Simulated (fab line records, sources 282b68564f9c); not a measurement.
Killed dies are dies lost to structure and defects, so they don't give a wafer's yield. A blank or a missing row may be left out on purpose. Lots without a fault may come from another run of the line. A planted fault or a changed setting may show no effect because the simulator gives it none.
Split-lot experiment | flow rit_cmos | 5 lots, 23 wafers read, on a route of 202 steps

THE SPLIT
At RIT_GATE_EXPOSE_13 (exposes mask M6, target cd 150 nm), the setting dose_mj was moved away from the recipe's 380 on 9 of the 23 wafers read, by -3.0% to +5.4%. The other wafers ran this setting at the recipe's value.

FROM THE SPLIT TO THE READING: what the file shows between them, 6 steps
- RIT_GATE_PEB_14
- RIT_GATE_DEVELOP_15: develop time 50 s
- RIT_GATE_CD_MEAS_16: target cd 150 nm
- RIT_GATE_HARDBAKE_18: time 60 s
- RIT_GATE_ETCH_19: etches poly-Si in SF6/CHF3/O2, stops on SiO2, time 165 s, target depth 312.5 nm
- RIT_GATE_STRIP_20: strips in O2, time 180 s

THE READING
cd_nm, in nm, at RIT_GATE_CD_MEAS_90 (target cd 150 nm). Fault-free wafers of this fab line usually give 148.8 nm, standard deviation 2.8 nm.

wafer  | tool, chamber at the split | dose_mj as run | against the recipe | cd_nm, nm | against lot-mates on the recipe
L076.3 | iline_stepper-01, 0        | 380            | recipe             | 147.8     | -
L076.4 | iline_stepper-01, 0        | 380            | recipe             | 148.6     | -
L076.6 | iline_stepper-01, 0        | 380            | recipe             | 149.3     | -
L080.2 | iline_stepper-02, 0        | 380            | recipe             | 148.0     | -
L080.3 | iline_stepper-02, 0        | 368.6          | -3.0%              | 165.9     | +16.7
L080.4 | iline_stepper-02, 0        | 368.6          | -3.0%              | 167.8     | +18.6
L080.5 | iline_stepper-02, 0        | 380            | recipe             | 150.4     | -
L080.6 | iline_stepper-02, 0        | 368.6          | -3.0%              | 165.0     | +15.8
L082.1 | iline_stepper-02, 0        | 380            | recipe             | 145.4     | -
L082.2 | iline_stepper-02, 0        | 380            | recipe             | 145.2     | -
L082.3 | iline_stepper-02, 0        | 380            | recipe             | 145.5     | -
L082.4 | iline_stepper-02, 0        | 380            | recipe             | 143.0     | -
L082.6 | iline_stepper-02, 0        | 380            | recipe             | 146.0     | -
L083.1 | iline_stepper-02, 0        | 391.9          | +3.1%              | 128.5     | -20.7
L083.2 | iline_stepper-02, 0        | 391.9          | +3.1%              | 133.4     | -15.8
L083.4 | iline_stepper-02, 0        | 391.9          | +3.1%              | 132.8     | -16.3
L083.5 | iline_stepper-02, 0        | 380            | recipe             | 150.4     | -
L083.6 | iline_stepper-02, 0        | 380            | recipe             | 147.9     | -
L084.2 | iline_stepper-02, 0        | 380            | recipe             | 151.6     | -
L084.3 | iline_stepper-02, 0        | 400.7          | +5.4%              | 125.0     | -26.3
L084.4 | iline_stepper-02, 0        | 400.7          | +5.4%              | 123.8     | -27.5
L084.5 | iline_stepper-02, 0        | 380            | recipe             | 151.1     | -
L084.6 | iline_stepper-02, 0        | 400.7          | +5.4%              | 123.8     | -27.5

THE FIT
A straight line over all 23 wafers: cd_nm changes by -4.94 nm for each +1% of dose_mj; r = -0.98; the points scatter about the line by 2.8 nm.
The same after taking each lot's own level away (the mean of its wafers on the recipe; 23 wafers): -5.27 nm for each +1%; r = -0.99; scatter 1.5 nm.
On that fit, the largest move of dose_mj shifts the reading by 29 nm.
The lots' own levels span 145.02 to 151.35 nm, that is 2.3 times the standard deviation above.
So the lot-to-lot level changes the slope little: the two slopes agree.
Check: with one of the wafers moved furthest among these (+5.4%) left out of the fit, the line predicts -29 nm for it against its lot-mates. It came out at -26.3 nm against them.

OTHER SPLITS ON THESE WAFERS
These wafers also went through other splits before the reading. Each is held against what the fit with the lots' levels taken away leaves over:
other split on the same wafers    | wafers away from the commonest value | r with cd_nm (lot level and that fit taken away)
RIT_ACTIVE_OXIDATION_01 ox_time_s | 18                                   | -0.01
RIT_ACTIVE_COAT_06 resist_thk_nm  | 8                                    | -0.12
RIT_ACTIVE_DEVELOP_10 dev_temp_c  | 5                                    | +0.24
RIT_NRETRO_COAT_01 resist_thk_nm  | 7                                    | +0.05
RIT_GATE_CVD_08 pressure_mtorr    | 18                                   | -0.03

THE WHOLE CHAIN: every reading that the file lists as answering this split, in the file's order
step                | what it does                                                                    | reading                                                                        | change (the file's fit)              | r (the file's)
RIT_GATE_CD_MEAS_16 | target cd 150 nm                                                                | cd_nm                                                                          | -5.3 nm for each +1% of the setting  | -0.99
RIT_GATE_ETCH_19    | etches poly-Si in SF6/CHF3/O2, stops on SiO2, time 165 s, target depth 312.5 nm | GATE.cd_nm (the simulator's own value, which no gauge read)                    | -5.28 nm for each +1% of the setting | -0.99
RIT_GATE_CD_MEAS_90 | target cd 150 nm                                                                | cd_nm                                                                          | -5.24 nm for each +1% of the setting | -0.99
RIT_M1_PROBE_99     |                                                                                 | etest.pmos_turned.r_on_ohm_um (the simulator's own value, which no gauge read) | -133 for each +1% of the setting     | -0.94
RIT_M1_PROBE_99     |                                                                                 | etest.pmos_0p15.r_on_ohm_um (the simulator's own value, which no gauge read)   | -128 for each +1% of the setting     | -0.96
RIT_M1_PROBE_99     |                                                                                 | etest.nmos_0p15.r_on_ohm_um (the simulator's own value, which no gauge read)   | -34.9 for each +1% of the setting    | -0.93
RIT_M1_PROBE_99     |                                                                                 | etest.nmos_turned.drive_ua_um (the simulator's own value, which no gauge read) | +15.1 for each +1% of the setting    | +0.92
RIT_M1_PROBE_99     |                                                                                 | etest.nmos_0p15.drive_ua_um (the simulator's own value, which no gauge read)   | +27 for each +1% of the setting      | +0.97

THE FILE'S OWN FIT
cd_nm changes by -5.24 nm for each +1% of dose_mj, r = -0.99.
